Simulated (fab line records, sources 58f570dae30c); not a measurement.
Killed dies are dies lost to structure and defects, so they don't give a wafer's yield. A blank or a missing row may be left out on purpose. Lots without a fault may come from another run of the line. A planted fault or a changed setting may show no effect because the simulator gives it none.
Which tool did it? | flow berkeley_cmos170 | 7 lots, 21 wafers sampled, at 2 steps of a route of 331

WHAT THE GAUGES READ, wafer by wafer
UCB170_ACTIVE_THK_MEAS_06.
lot  | measured    | on            | ACTIVE_NITRIDE_THK (nm)
L414 | day 4 12:26 | film_metro-02 | 224.4 222.5 223.6
L417 | day 4 21:43 | film_metro-02 | 218.8 218.8 219.4
L421 | day 6 04:54 | film_metro-03 | 354.7 352.8 355.0 354.9 352.8 354.9
L426 | day 7 09:57 | film_metro-04 | 220.7 221.5 223.8
L427 | day 7 21:08 | film_metro-02 | 222.2 221.6 220.3
L430 | day 8 03:31 | film_metro-02 | 221.4 220.5 221.7
L432 | day 8 03:28 | film_metro-04 | 218.3 218.8 219.1

WHICH TOOL RAN EACH LOT (tool, then ch and the chambers of the sampled wafers, then the start)
lot  | UCB170_ACTIVE_CVD_05
L414 | lpcvd-01 ch 1, day 4 10:32
L417 | lpcvd-02 ch 1, day 4 19:48
L421 | lpcvd-02 ch 1, day 6 02:59
L426 | lpcvd-01 ch 1, day 7 08:02
L427 | lpcvd-01 ch 0, day 7 19:11
L430 | lpcvd-01 ch 0, day 8 01:33
L432 | lpcvd-01 ch 1, day 8 01:33
- UCB170_ACTIVE_CVD_05: deposits Si3N4 from SiH2Cl2/NH3, target thk 220 nm, time 3300 s.

THE ANSWER, worked out from the rows above alone
Rule: what is usual is taken from the lots themselves. Put in order of their means at a reading, lots are off if they are a third of the lots or fewer, leave a main group of 4 or more, and stand apart from it by a gap of 3 or more times the standard deviation of the main group's means; of several such gaps the widest counts. A main group whose means are all the same, to the digits that the tables above print for the reading, isn't used. A lot without any number at a reading at which 4 lots or more have one is off too. The other lots that the step has rows for count as sound.
Off: L421, at UCB170_ACTIVE_THK_MEAS_06 (ACTIVE_NITRIDE_THK). The main group: mean 221.0 nm, standard deviation 1.7.
A tool fits if, at a process step before that reading, it ran every lot that is off, and no sound lot after the first of them. The gauges at UCB170_ACTIVE_THK_MEAS_06 are tried like those tools. Can't be told from this: 2 tools fit, lpcvd-02 at UCB170_ACTIVE_CVD_05, film_metro-03 at UCB170_ACTIVE_THK_MEAS_06.

WHAT THE SIMULATOR HAD PUT IN
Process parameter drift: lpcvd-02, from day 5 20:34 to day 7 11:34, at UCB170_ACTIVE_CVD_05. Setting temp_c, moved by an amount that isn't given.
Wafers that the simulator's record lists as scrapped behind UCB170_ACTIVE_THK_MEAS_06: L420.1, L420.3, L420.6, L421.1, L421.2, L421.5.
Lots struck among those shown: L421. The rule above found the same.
